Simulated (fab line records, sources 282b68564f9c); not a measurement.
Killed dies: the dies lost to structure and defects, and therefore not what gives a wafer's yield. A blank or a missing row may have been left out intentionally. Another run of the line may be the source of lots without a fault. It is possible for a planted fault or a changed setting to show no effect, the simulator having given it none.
fab line records + flow ritCmos
record
- lots=14
- wafers=42
- lastDay=7
route steps=202 shown NWELL@36 M1@202
lots with no fault: from the same line, run without faults
startH: the number of hours between the record's first day and the start of the first shown wafer of the lot + waitH: how many hours have passed since the lot's step before this one + " same as the row above + L1.1+2: a row that stands for several wafers + - value missing, or start not given + * or withheld: withheld + < > ~ a bound
route shown NAME@n: NAME is a module with steps in the file, n the number in the route of the first one + usual: mean and standard deviation over wafers with no fault + same: alike in all rows + chamber/n: place in a boat + sites: each site's reading + _std_site: their standard deviation + _edge_site: outer sites' mean less inner sites' + radiusMm: how far each site lies from the wafer's centre + mask NAME#n: copy n + behind: tool/chamber where the wafer was last shaped + hold: why the lot went on hold/how many hours it stayed there/how the hold came to an end + device: transistor that didn't switch, given as n, p or np + end of line: the route-end tests of the same wafers + where a step has no rows: the recipe by itself + killed: the dies lost at the first sort to structure and to defects; this is not the yield of the wafer + map: dies across one wafer; x = killed, . = not, _ = none there
set.NAME: the setting the step ran with; set.NAME@STEP: the setting that earlier step ran with + model.NAME: the simulator's own value behind a step, which no gauge read
a sample of lots followed through the steps of the route, with each step as a table and each wafer as a row
services: the hour from which a tool's chamber was out of use, counted from the record's first day as startH (under 0 if before that day), plus the number of hours and why
## steps
# step RIT_NWELL_IMPLANT_08
# recipe
- species=P
- energyKev=170
- doseCm2=5e+13
- tiltDeg=7
# usual
- beamEnergyKeV=170.00/0.048
- tiltDeg=7.001/0.021
| lot.wafer | tool         | chamber | startH | waitH | beamEnergyKeV | tiltDeg |
|-----------|--------------|---------|--------|-------|---------------|---------|
| L485.2    | implanter-03 | 0       | 22.55  | 0.2   | 170.00        | 7.031   |
| L485.3    | "            | 0       | "      | "     | 170.02        | 6.992   |
| L485.6    | "            | 0       | "      | "     | 170.14        | 7.020   |
| L486.3    | implanter-03 | 0       | 27.47  | 0.2   | 170.01        | 6.999   |
| L486.4    | "            | 0       | "      | "     | 170.00        | 7.011   |
| L486.5    | "            | 0       | "      | "     | 169.94        | 7.002   |
| L489.1    | implanter-02 | 0       | 48.42  | 0.2   | 170.05        | 6.998   |
| L489.3    | "            | 0       | "      | "     | 169.96        | 6.983   |
| L489.5    | "            | 0       | "      | "     | 169.91        | 6.997   |
| L490.3    | implanter-04 | 0       | 48.71  | 0.2   | 170.00        | 7.025   |
| L490.4    | "            | 0       | "      | "     | 170.03        | 7.018   |
| L490.6    | "            | 0       | "      | "     | 169.97        | 7.027   |
| L491.1    | implanter-02 | 0       | 55.43  | 0.2   | 169.98        | 6.970   |
| L491.2    | "            | 0       | "      | "     | 169.95        | 6.965   |
| L491.3    | "            | 0       | "      | "     | 170.01        | 7.005   |
| L493.1    | implanter-03 | 0       | 62.24  | 0.2   | 169.96        | 7.012   |
| L493.3    | "            | 0       | "      | "     | 169.89        | 7.011   |
| L493.5    | "            | 0       | "      | "     | 170.02        | 6.990   |
| L495.3    | implanter-03 | 0       | 71.25  | 0.2   | 170.03        | 6.995   |
| L495.5    | "            | 0       | "      | "     | 170.06        | 7.001   |
| L495.6    | "            | 0       | "      | "     | 170.00        | 6.997   |
| L497.2    | implanter-03 | 0       | 81.90  | 0.2   | 170.03        | 6.976   |
| L497.3    | "            | 0       | "      | "     | 170.03        | 7.010   |
| L497.5    | "            | 0       | "      | "     | 170.03        | 6.987   |
| L498.1    | implanter-04 | 0       | 86.49  | 0.2   | 169.96        | 6.981   |
| L498.2    | "            | 0       | "      | "     | 169.96        | 6.985   |
| L498.6    | "            | 0       | "      | "     | 170.00        | 6.984   |
| L499.1    | implanter-03 | 0       | 90.93  | 0.2   | 169.97        | 7.016   |
| L499.2    | "            | 0       | "      | "     | 170.02        | 6.989   |
| L499.3    | "            | 0       | "      | "     | 170.00        | 7.007   |
| L501.1    | implanter-02 | 0       | 101.69 | 0.2   | 169.97        | 7.031   |
| L501.2    | "            | 0       | "      | "     | 170.01        | 7.025   |
| L501.5    | "            | 0       | "      | "     | 169.95        | 6.998   |
| L503.1    | implanter-04 | 0       | 112.21 | 0.2   | 170.19        | 6.987   |
| L503.3    | "            | 0       | "      | "     | 170.04        | 6.963   |
| L503.6    | "            | 0       | "      | "     | 170.06        | 7.005   |
| L506.1    | implanter-04 | 0       | 125.54 | 0.2   | 182.39        | 6.957   |
| L506.3    | "            | 0       | "      | "     | 182.33        | 6.965   |
| L506.6    | "            | 0       | "      | "     | 182.34        | 6.970   |
| L507.2    | implanter-04 | 0       | 131.63 | 0.2   | 182.27        | 7.024   |
| L507.5    | "            | 0       | "      | "     | 182.36        | 6.997   |
| L507.6    | "            | 0       | "      | "     | 182.41        | 6.987   |
# step RIT_M1_PROBE_99
# usual
- killed_at_M0_to_M3=0.0/0.14
- killedAtContacts=0.1/0.29
- killedAtFrontEnd=7/3
- killedDies=8/3
- killedOpen=3.7/2
- killedShort=3.8/2.1
# same
- grossDies=264
- killed_at_M4_up=0
- killedAtBackSide=0
- killedAtOther=0
| lot.wafer | tool      | chamber | startH | waitH | killed_at_M0_to_M3 | killedAtContacts | killedAtFrontEnd | killedDies | killedOpen | killedShort |
|-----------|-----------|---------|--------|-------|--------------------|------------------|------------------|------------|------------|-------------|
| L491.1    | prober-01 | -       | 91.85  | 0.1   | 0                  | 1                | 5                | 6          | 5          | 1           |
| L491.2    | prober-01 | -       | 91.90  | 0.1   | 0                  | 0                | 3                | 3          | 3          | 0           |
| L491.3    | prober-01 | -       | 91.95  | 0.2   | 0                  | 0                | 6                | 6          | 4          | 2           |
| L497.2    | prober-01 | -       | 118.30 | 0.1   | 0                  | 0                | 9                | 9          | 4          | 5           |
| L497.3    | prober-01 | -       | 118.35 | 0.2   | 0                  | 0                | 6                | 6          | 3          | 3           |
| L497.5    | prober-01 | -       | 118.45 | 0.2   | 0                  | 0                | 14               | 14         | 5          | 9           |
| L498.1    | prober-02 | -       | 123.43 | 0.1   | 0                  | 0                | 5                | 5          | 1          | 4           |
| L498.2    | prober-02 | -       | 123.48 | 0.1   | 0                  | 0                | 9                | 9          | 6          | 3           |
| L498.6    | prober-02 | -       | 123.68 | 0.2   | 0                  | 2                | 8                | 10         | 5          | 5           |
# killed by level:class
L491.1 REOX:geometricParticle:open=2 FOX1:geometricParticle:open=1 FOX2:geometricParticle:open=1 SILICIDE:geometricParticle:short=1 CONTACT:geometricParticle:open=1
L491.2 FOX2:geometricParticle:open=1 GATE:geometricParticle:open=1 SPACER:geometricParticle:open=1
L491.3 FOX2:geometricParticle:open=3 FOX1:geometricParticle:short=1 GATE:geometricParticle:open=1 REOX:geometricParticle:short=1
L497.2 FOX2:geometricParticle:open=2 SPACER:geometricParticle:short=2 FOX1:geometricParticle:short=1 GATE:geometricParticle:open=1 GATE:geometricParticle:short=1 REOX:geometricParticle:short=1 SPACER:geometricParticle:open=1
L497.3 FOX1:geometricParticle:short=1 GATE:geometricParticle:open=1 REOX:geometricParticle:short=1 REOX:geometricParticle:open=1 SPACER:geometricParticle:short=1 SILICIDE:geometricParticle:open=1
L497.5 GATE:geometricParticle:short=4 REOX:geometricParticle:open=3 REOX:geometricParticle:short=2 SPACER:geometricParticle:open=2 SILICIDE:geometricParticle:short=2 FOX2:geometricParticle:short=1
L498.1 FOX2:geometricParticle:short=2 FOX1:geometricParticle:short=1 GATE:geometricParticle:open=1 SPACER:geometricParticle:short=1
L498.2 REOX:geometricParticle:open=3 SILICIDE:geometricParticle:open=2 GATE:geometricParticle:open=1 GATE:geometricParticle:short=1 REOX:geometricParticle:short=1 SILICIDE:geometricParticle:short=1
L498.6 REOX:geometricParticle:short=3 CONTACT:geometricParticle:open=2 GATE:geometricParticle:open=1 GATE:geometricParticle:short=1 REOX:geometricParticle:open=1 SILICIDE:geometricParticle:short=1 SILICIDE:geometricParticle:open=1
## services
| tool         | chamber | startH | hours | kind   |
|--------------|---------|--------|-------|--------|
| implanter-03 | -       | 13.94  | 2.7   | repair |
| implanter-04 | -       | 20.40  | 2.3   | repair |
| implanter-04 | -       | 59.87  | 5.8   | repair |
| implanter-02 | -       | 61.10  | 4.6   | pm     |
| implanter-04 | -       | 100.21 | 4.5   | repair |
## key
firstSign
- step=RIT_NWELL_IMPLANT_08
- reading=beamEnergyKeV
- direction=up
- sigmas=99+
- usual=170.00
- struck=182.35
effect none on later readings
metAt RIT_NWELL_IMPLANT_08
struckLots L506,L507
testerLeftOut L506,L507
onsetBetween 112.21 125.54
fault
- kind=processParameterDrift
- tool=implanter-04
- chamber=-
- onsetH=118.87
- steps=RIT_NWELL_IMPLANT_08
- channel=energyKev
- offset=12.347
- shape=step
- endH=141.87
- actsIn=theseRecipesOnly
- stated=170
# testerLeftOut: of these lots the tester's yield and bins aren't shown, on N5 and GAA mostly nor the transistor test; their killed dies are dies lost to structure and defects alone, not to doping, threshold or leakage, so they don't give the yield
